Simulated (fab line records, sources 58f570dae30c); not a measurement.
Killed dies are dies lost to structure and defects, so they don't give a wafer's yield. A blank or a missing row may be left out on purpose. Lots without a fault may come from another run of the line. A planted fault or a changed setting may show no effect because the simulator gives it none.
A struck lot beside a sound one | flow berkeley_cmos170 | 15 steps out of a route of 331
Sound: wafers L226.1, L226.2, L226.4. Struck: wafers L235.2, L235.5, L235.6. The cause comes at the end.
At each step with rows: each side's tool, then ch and its chambers, then its first start. Under that, the readings that differ: sound wafers | struck wafers | difference of the means | sigmas: that difference in standard deviations of wafers without a fault.
alike: readings whose means differ by less than 2 such deviations, and words and numbers that are the same on both sides. not compared: withheld readings, readings that some wafer has no value for, bounds like >300 that may hide the same value, and numbers for which the record gives no deviation and whose values overlap.
The two part at a step that has a row with sigmas, a row that says differs or no value, or rows on one side only. Numbers that don't overlap but have no deviation are shown without sigmas and don't part them. A reading that every wafer of one side lacks parts them only if that side has two wafers or more.

UCB170_V1_CD_MEAS_12: target cd 700 nm.
  sound on cd_sem-02, day 7 04:23; struck on cd_sem-01, day 8 21:26
  alike: cd_nm
UCB170_V1_OVL_MEAS_13:
  sound on overlay-02, day 7 04:31; struck on overlay-01, day 8 21:32
  alike: V1_OVL
UCB170_V1_ETCH_14: etches SiO2 in CHF3/CF4/Ar, stops on Al, target depth 1250 nm, time 291 s.
  sound on rie_diel-03 ch 0,1,2, day 7 04:33; struck on rie_diel-03 ch 0,1, day 8 21:34
  alike: drypump_motor_current_A, oes_product_au, throttle_valve_pct
  not compared: rf_hours_counter_h
UCB170_V1_STRIP_15: strips in O2.
  sound on plasma_asher-02 ch 0,1, day 7 04:43; struck on plasma_asher-04 ch 0,1, day 8 21:45
  reading                     | sound       | struck      | difference | sigmas
  drypump_motor_current_A (A) | 5.3 5.3 5.3 | 6.0 5.9 6.1 | +0.7       | +2
  alike: chamber_pressure_mTorr, oes_product_au, strip_time_to_endpoint_s
  not compared: rf_hours_counter_h
UCB170_V1_CD_MEAS_90: target cd 700 nm.
  sound on cd_sem-01, day 7 04:49; struck on cd_sem-02, day 8 21:52
  alike: cd_nm
then, 1 step without rows for these wafers: UCB170_M2_PRE_CLEAN_00 (preclean etch time 60 s).
UCB170_M2_SPUTTER_01: material Al, target thk 900 nm, time 120 s.
  sound on pvd_sputter-01, day 7 05:01; struck on pvd_sputter-02, day 8 22:02
  alike: throttle_valve_pct
UCB170_M2_RS_MEAS_02: measures by four-point-probe.
  sound on film_metro-02, day 7 05:05; struck on film_metro-03, day 8 22:08
  alike: M2_AL_RS
UCB170_M2_THK_MEAS_03: measures by xrf.
  sound on film_metro-02, day 7 05:13; struck on film_metro-03, day 8 22:15
  alike: M2_AL_THK
then, 3 steps without rows for these wafers: UCB170_M2_HMDS_04 (prime time 60 s); UCB170_M2_COAT_05 (resist thk 900 nm); UCB170_M2_SOFTBAKE_06 (time 60 s).
UCB170_M2_STRIP_07: strips in O2.
  sound on plasma_asher-02 ch 0,1, day 7 05:50; struck on plasma_asher-04 ch 0,1, day 8 23:17
  no value came back on the struck wafers for chamber_pressure_mTorr (mTorr), drypump_motor_current_A (A), oes_product_au (a.u.), strip_time_to_endpoint_s (s); on the sound wafers chamber_pressure_mTorr (mTorr) reads 3490 3503 3500
  reading                             | sound | struck            | difference | sigmas
  model.KrF_of_M2_COAT_05.thk_nm (nm) | 0 0 0 | 902.4 898.4 901.1 | +900.6     |
  not compared: rf_hours_counter_h
then, 1 step without rows for these wafers: UCB170_M2_STRIP_08 (strips KrF in DMSO, time 600 s).
UCB170_M3_PROBE_99:
  the record has rows for the sound wafers here (prober-01, day 7 13:53) and none for the struck ones

WHERE THEY PART
First at UCB170_V1_STRIP_15; last, within this record, at UCB170_M3_PROBE_99.

WHY: what the simulator had put in
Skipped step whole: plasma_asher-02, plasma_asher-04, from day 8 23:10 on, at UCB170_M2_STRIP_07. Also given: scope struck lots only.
